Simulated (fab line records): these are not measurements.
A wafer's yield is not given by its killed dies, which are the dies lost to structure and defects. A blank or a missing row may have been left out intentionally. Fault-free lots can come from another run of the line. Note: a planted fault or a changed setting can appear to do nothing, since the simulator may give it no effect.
Lot-split experiment | flow berkeley_cmos170 | 23 wafers read across 5 lots, on a route 331 steps long

## SPLIT DETAILS
At UCB170_NSD_IMPLANT_08, the setting energy_kev was moved away from the recipe's 40 on 7 of the 23 wafers read, by -5.5% to -1.9%. All remaining wafers had this setting at the recipe value.

## FROM THE SPLIT TO THE READING: what the file shows between them, 3 steps
- UCB170_NSD_STRIP_09: strips in O2
- UCB170_SDANNEAL_RTA_01: time 5 s (also split here: time_s)
- UCB170_SDANNEAL_RS_MEAS_02: measures by four-point-probe

## THE READING
Measured at UCB170_SDANNEAL_RS_MEAS_03 by four-point probe: NSD_RS, in ohm/sq. Fault-free wafers of this fab line usually give 37.25 ohm/sq, standard deviation 0.092 ohm/sq.

wafer  | tool, chamber at the split | energy_kev as run | against the recipe | NSD_RS, ohm/sq | against lot-mates on the recipe
L075.2 | implanter-03, 0            | 40                | recipe             | 36.98          | -
L075.3 | implanter-03, 0            | 40                | recipe             | 37.00          | -
L075.4 | implanter-03, 0            | 37.81             | -5.5%              | 37.88          | +0.89
L075.5 | implanter-03, 0            | 37.81             | -5.5%              | 37.81          | +0.82
L075.6 | implanter-03, 0            | 37.81             | -5.5%              | 37.58          | +0.59
L078.1 | implanter-02, 0            | 40                | recipe             | 37.37          | -
L078.2 | implanter-02, 0            | 40                | recipe             | 37.46          | -
L078.3 | implanter-02, 0            | 40                | recipe             | 37.36          | -
L078.4 | implanter-02, 0            | 40                | recipe             | 37.26          | -
L078.5 | implanter-02, 0            | 40                | recipe             | 37.24          | -
L081.1 | implanter-02, 0            | 38.87             | -2.8%              | 37.34          | +0.18
L081.2 | implanter-02, 0            | 40                | recipe             | 37.25          | -
L081.3 | implanter-02, 0            | 40                | recipe             | 37.23          | -
L081.5 | implanter-02, 0            | 38.87             | -2.8%              | 37.30          | +0.14
L081.6 | implanter-02, 0            | 40                | recipe             | 36.99          | -
L080.1 | implanter-02, 0            | 40                | recipe             | 37.41          | -
L080.2 | implanter-02, 0            | 40                | recipe             | 37.23          | -
L080.3 | implanter-02, 0            | 39.26             | -1.9%              | 37.49          | +0.16
L080.5 | implanter-02, 0            | 40                | recipe             | 37.35          | -
L080.6 | implanter-02, 0            | 39.26             | -1.9%              | 37.48          | +0.15
L082.1 | implanter-01, 0            | 40                | recipe             | 37.10          | -
L082.2 | implanter-01, 0            | 40                | recipe             | 37.17          | -
L082.6 | implanter-01, 0            | 40                | recipe             | 37.07          | -

FIT RESULTS
A straight line over all 23 wafers: NSD_RS changes by -0.093 ohm/sq for each +1% of energy_kev; r = -0.78; the points scatter about the line by 0.15 ohm/sq.
The same after taking each lot's own level away (the mean of its wafers on the recipe; 23 wafers): -0.129 ohm/sq for each +1%; r = -0.92; scatter 0.11 ohm/sq.
Per that fit: largest energy_kev move, reading shift of 0.71 ohm/sq.
The span of the lots' own levels, 36.990 to 37.338 ohm/sq, comes to 3.8 times the standard deviation stated above.
So the lot-to-lot level blurs the effect unless lot-mates are compared.
Check: +0.614 ohm/sq against its lot-mates is what the line predicts for one of the wafers moved furthest among these (-5.5%) when that wafer is left out of the fit. Against them it came out at +0.89 ohm/sq.

## OTHER SPLITS APPLIED TO THESE WAFERS
These wafers also went through other splits before the reading. Each is held against what the fit with the lots' levels taken away leaves over:
other split on the same wafers     | wafers away from the commonest value | r with NSD_RS (lot level and that fit taken away)
UCB170_ZERO_ETCH_06 over_etch_frac | 11                                   | -0.19
UCB170_PWELL_IMPLANT_15 energy_kev | 5                                    | -0.10
UCB170_ACTIVE_EXPOSE_10 dose_mj    | 10                                   | -0.31
UCB170_FIELD_OXIDATION_01 temp_c   | 13                                   | +0.27
UCB170_FIELD_WET_ETCH_04 time_s    | 15                                   | -0.32
UCB170_PVT_COAT_01 resist_thk_nm   | 5                                    | +0.68
UCB170_GATE_CVD_04 time_s          | 18                                   | -0.07
UCB170_NSD_EXPOSE_03 dose_mj       | 7                                    | -0.13
UCB170_SDANNEAL_RTA_01 time_s      | 8                                    | -0.65

## THE WHOLE CHAIN: every reading that the file lists as answering this split, in the file's order
step                       | what it does                 | reading                                                         | change (the file's fit)               | r (the file's)
UCB170_NSD_IMPLANT_08      |                              | implant.rp_nm (the simulator's own value, which no gauge read)  | +0.483 nm for each +1% of the setting | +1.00
UCB170_NSD_IMPLANT_08      |                              | implant.drp_nm (the simulator's own value, which no gauge read) | +0.181 nm for each +1% of the setting | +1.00
UCB170_NSD_STRIP_09        | strips in O2                 | strip_time_to_endpoint_s                                        | withheld for each +1% of the setting  | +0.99
UCB170_SDANNEAL_RS_MEAS_03 | measures by four-point-probe | NSD_RS                                                          | -0.12 for each +1% of the setting     | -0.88

## THE FILE'S OWN FIT
NSD_RS changes by -0.12 ohm/sq for each +1% of energy_kev, r = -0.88.
